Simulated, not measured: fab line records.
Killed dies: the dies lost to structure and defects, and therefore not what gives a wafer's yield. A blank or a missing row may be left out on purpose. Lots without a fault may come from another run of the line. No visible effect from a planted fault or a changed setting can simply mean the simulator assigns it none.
Which tool was responsible?	flow berkeley_cmos170	14 lots, 42 wafers sampled, at 1 step of a route of 331

== WHAT THE GAUGES READ, wafer by wafer ==
The record lacks any reading of a measuring or inspecting step that a usual standard deviation could be used to judge.

== WHICH TOOL RAN EACH LOT (tool, then ch and the chambers of the sampled wafers, then the start) ==
lot	UCB170_CONTACT_PEB_13
L163	litho_track-03 ch 0, day 8 13:16
L161	litho_track-03 ch 0, day 8 14:46
L162	litho_track-03 ch 0, day 8 15:01
L165	litho_track-04 ch 0, day 8 19:01
L166	litho_track-04 ch 0, day 9 13:55
L169	litho_track-01, day 9 19:57
L173	litho_track-04, day 10 03:41
L176	litho_track-04 ch 0, day 11 03:37
L175	litho_track-03 ch 0, day 11 06:50
L181	litho_track-04 ch 0, day 12 07:21
L183	litho_track-04 ch 0, day 12 07:35
L182	litho_track-01 ch 0, day 12 11:48
L184	litho_track-04 ch 0, day 12 12:28
L180	litho_track-01 ch 0, day 12 13:46
- UCB170_CONTACT_PEB_13

== AS READ BY THE TOOLS THEMSELVES (means over the sampled wafers that have a number; for cases with no such wafer, the mark the record gives instead) ==
UCB170_CONTACT_PEB_13. Usual: chill_plate_temp_C 23.00 C, standard deviation 0.11; exhaust_pa 45.1 Pa, standard deviation 0.96; heater_power_total_W 56.80 W, standard deviation 0.04.
lot	tool	chill_plate_temp_C (C)	exhaust_pa (Pa)	heater_power_total_W (W)	flag
L163	litho_track-03	23.05	45.2	56.82	
L161	litho_track-03	23.02	45.3	56.80	
L162	litho_track-03	23.08	44.5	56.77	
L165	litho_track-04	23.07	45.3	56.79	
L166	litho_track-04	22.89	44.0	56.80	
L169	litho_track-01	-	-	-	OFF
L173	litho_track-04	-	-	-	OFF
L176	litho_track-04	22.97	44.5	56.78	
L175	litho_track-03	22.93	45.5	56.79	
L181	litho_track-04	22.98	45.6	56.79	
L183	litho_track-04	23.06	45.5	56.82	
L182	litho_track-01	22.96	44.9	56.83	
L184	litho_track-04	23.02	44.6	56.77	
L180	litho_track-01	22.94	44.3	56.81	

== THE ANSWER, worked out from the rows above alone ==
Rule: take the mean of a lot's wafers that have a number; if it is more than 3 standard deviations from the usual mean, the lot is off. A lot without any number at a reading at which 4 lots or more have one is off too. Where the step has rows for the other lots, those lots are counted as sound. After the gauges, taken in route order, come the tools' own readings; for these a lot's mean is taken, as printed above. The first step at which some lot is off is used, and at that step the reading that is off furthest; a lot without a number counts as furthest.
Off: L169, L173, at UCB170_CONTACT_PEB_13 (chill_plate_temp_C). Without a number there: L169, L173.
If a tool, at that step or one of the process steps before it, ran each lot that is off and ran no sound lot following the first of them, it fits. Of those tried, none fits.

== WHAT THE SIMULATOR HAD PUT IN ==
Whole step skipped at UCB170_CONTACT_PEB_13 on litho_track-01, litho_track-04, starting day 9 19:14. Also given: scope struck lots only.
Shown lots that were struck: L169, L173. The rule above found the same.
